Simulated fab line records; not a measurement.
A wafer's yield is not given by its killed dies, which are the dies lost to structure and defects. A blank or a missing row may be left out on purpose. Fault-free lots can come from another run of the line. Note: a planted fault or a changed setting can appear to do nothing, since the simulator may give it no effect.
Which tool did it? | flow berkeleyCmos170 | Sampling: 7 lots, 21 wafers, 2 of 331 route steps

== WHAT THE GAUGES READ, wafer by wafer ==
UCB170_NVT_TW_MEAS_09.
lot  | measured     | on           | NVT_TW
L759 | day 6 19:04  | filmMetro-02 | 525 528 527
L764 | day 7 09:28  | filmMetro-02 | 522 522 527
L772 | day 8 22:36  | filmMetro-04 | 518 514 518
L770 | day 8 23:07  | filmMetro-03 | 516 517 516
L771 | day 8 23:40  | filmMetro-04 | 515 517 519
L775 | day 10 02:58 | filmMetro-02 | 548 547 547
L781 | day 11 01:26 | filmMetro-04 | 520 523 520

== WHAT TOOL EACH LOT RAN ON (gives the tool, then ch and the chambers of the sampled wafers, and finally the start) ==
lot  | UCB170_NVT_IMPLANT_07
L759 | implanter-03 ch 0, day 6 18:50
L764 | implanter-01 ch 0, day 7 09:13
L772 | implanter-03 ch 0, day 8 22:23
L770 | implanter-02 ch 0, day 8 22:52
L771 | implanter-03 ch 0, day 8 23:25
L775 | implanter-03 ch 0, day 10 02:41
L781 | implanter-01 ch 0, day 11 01:12
- UCB170_NVT_IMPLANT_07

== THE ANSWER, worked out from the rows above alone ==
Rule: the usual values come from the lots themselves. The widest of any qualifying gaps counts: lots, ordered by their means at a reading, are off when they make up no more than a third of the lots, leave a main group of 4 or more, and stand apart from it by 3 or more times the standard deviation of that group's means. A main group is skipped when, at the precision printed for the reading in the tables above, its means are all equal. A lot without any number at a reading at which 4 lots or more have one is off too. All remaining lots with rows at the step are treated as sound.
Off: L775, at UCB170_NVT_TW_MEAS_09 (NVT_TW). The main group has a mean of 520 with a standard deviation of 3.9.
A tool fits if, at a process step before that reading, it ran every lot that is off, and no sound lot after the first of them. Gauges at UCB170_NVT_TW_MEAS_09: tried the same way as those tools. This does not decide it: 2 tools fit, namely implanter-03 at UCB170_NVT_IMPLANT_07 and filmMetro-02 at UCB170_NVT_TW_MEAS_09.

== WHAT THE SIMULATOR PUT IN ==
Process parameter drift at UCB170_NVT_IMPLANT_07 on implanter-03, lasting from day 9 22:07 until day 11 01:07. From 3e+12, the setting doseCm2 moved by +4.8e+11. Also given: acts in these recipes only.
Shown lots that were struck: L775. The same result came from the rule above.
